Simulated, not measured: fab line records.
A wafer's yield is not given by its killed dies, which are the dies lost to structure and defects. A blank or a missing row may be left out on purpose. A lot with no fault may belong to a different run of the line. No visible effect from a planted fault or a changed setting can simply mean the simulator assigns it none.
Split-lot study -- flow ritCmos -- 23 wafers read across 5 lots, on a route 202 steps long

ON THE SPLIT
At RIT_M1_SPUTTER_00 (material Al, target thk 400 nm, time 500 s), the setting powerW was moved away from the recipe's 2000 W on 10 of the 23 wafers read, by -11.9% to +11.9%. This setting was run at the recipe's value on the other wafers.

FROM THE SPLIT TO THE READING: what the file shows between them, 6 steps
- RIT_M1_RS_MEAS_01: measures by four-point-probe
- RIT_M1_THK_MEAS_02: measures by xrf
- RIT_M1_EXPOSE_06: exposes mask M12, target cd 2600 nm (also split here: doseMj)
- RIT_M1_PEB_07
- RIT_M1_DEVELOP_08: develop time 70.99 s
- RIT_M1_CD_MEAS_09: target cd 2600 nm

THE READING
oesProductAu, in a.u., at RIT_M1_METAL_ETCH_12 (etches Al in Cl2/BCl3, stops on SiO2, time 165 s, target depth 600 nm). Typical for fault-free wafers on this fab line: 0.779 a.u., with standard deviation 0.0098 a.u.

wafer,"tool, chamber at the split","powerW as run, W",against the recipe,"oesProductAu, a.u.",against lot-mates on the recipe
L074.3,"pvdSputter-01, -",2000,recipe,0.799,-
L074.4,"pvdSputter-01, -",2000,recipe,0.789,-
L074.6,"pvdSputter-01, -",2000,recipe,0.786,-
L075.1,"pvdSputter-03, -",2000,recipe,0.785,-
L075.3,"pvdSputter-03, -",2077,+3.8%,0.785,+0.010
L075.4,"pvdSputter-03, -",2000,recipe,0.763,-
L075.5,"pvdSputter-03, -",2000,recipe,0.776,-
L075.6,"pvdSputter-03, -",2077,+3.8%,0.783,+0.008
L077.1,"pvdSputter-03, -",2000,recipe,0.777,-
L077.2,"pvdSputter-03, -",2000,recipe,0.783,-
L077.3,"pvdSputter-03, -",1848,-7.6%,0.755,-0.027
L077.4,"pvdSputter-03, -",1848,-7.6%,0.761,-0.021
L077.6,"pvdSputter-03, -",2000,recipe,0.786,-
L082.1,"pvdSputter-01, -",1763,-11.9%,0.726,-0.058
L082.2,"pvdSputter-01, -",1763,-11.9%,0.713,-0.071
L082.3,"pvdSputter-01, -",2000,recipe,0.789,-
L082.5,"pvdSputter-01, -",1763,-11.9%,0.714,-0.070
L082.6,"pvdSputter-01, -",2000,recipe,0.779,-
L085.1,"pvdSputter-02, -",2237,+11.9%,0.817,+0.035
L085.2,"pvdSputter-02, -",2237,+11.9%,0.838,+0.056
L085.3,"pvdSputter-02, -",2237,+11.9%,0.831,+0.049
L085.4,"pvdSputter-02, -",2000,recipe,0.777,-
L085.5,"pvdSputter-02, -",2000,recipe,0.787,-

THE FIT
A straight line over all 23 wafers: oesProductAu changes by +0.00436 a.u. for each +1% of powerW; r = +0.94; the points scatter about the line by 0.01 a.u.
The same after taking each lot's own level away (the mean of its wafers on the recipe; 23 wafers): +0.00449 a.u. for each +1%; r = +0.96; scatter 0.0089 a.u.
According to that fit, moving powerW by its largest amount changes the reading by 0.053 a.u.
Measured against the standard deviation above, the lots' own levels, which go from 0.7747 to 0.7913 a.u., span 1.7 times it.
The two slopes are in agreement: the lot-to-lot level therefore moves the slope only a little.
Check: for one of the wafers moved furthest among these (-11.9%), held out of the fit, the line's prediction against its lot-mates is -0.0551 a.u. Against them it came out at -0.058 a.u.

THE OTHER SPLITS THESE WAFERS WENT THROUGH
These wafers also went through other splits before the reading. Each is held against what the fit with the lots' levels taken away leaves over:
other split on the same wafers,wafers away from the commonest value,r with oesProductAu (lot level and that fit taken away)
RIT_NSD_IMPLANT_08 energyKev,7,-0.47
RIT_CONTACT_COAT_03 resistThkNm,8,+0.31
RIT_M1_EXPOSE_06 doseMj,6,+0.21

THE WHOLE CHAIN: every reading that the file lists as answering this split, in the file's order
step,what it does,reading,change (the file's fit),r (the file's)
RIT_M1_SPUTTER_00,"material Al, target thk 400 nm, time 500 s","Al_of_M1_SPUTTER_00.thkNm (the simulator's own value, which no gauge read)",+3.91 nm for each +1% of the setting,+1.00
RIT_M1_RS_MEAS_01,measures by four-point-probe,M1_AL_RS,-0.000759 for each +1% of the setting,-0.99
RIT_M1_THK_MEAS_02,measures by xrf,M1_AL_THK,+3.94 for each +1% of the setting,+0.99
RIT_M1_METAL_ETCH_12,"etches Al in Cl2/BCl3, stops on SiO2, time 165 s, target depth 600 nm",oesProductAu,+0.00444 a.u. for each +1% of the setting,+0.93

FILE'S OWN FIT
oesProductAu changes by +0.00444 a.u. for each +1% of powerW, r = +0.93.
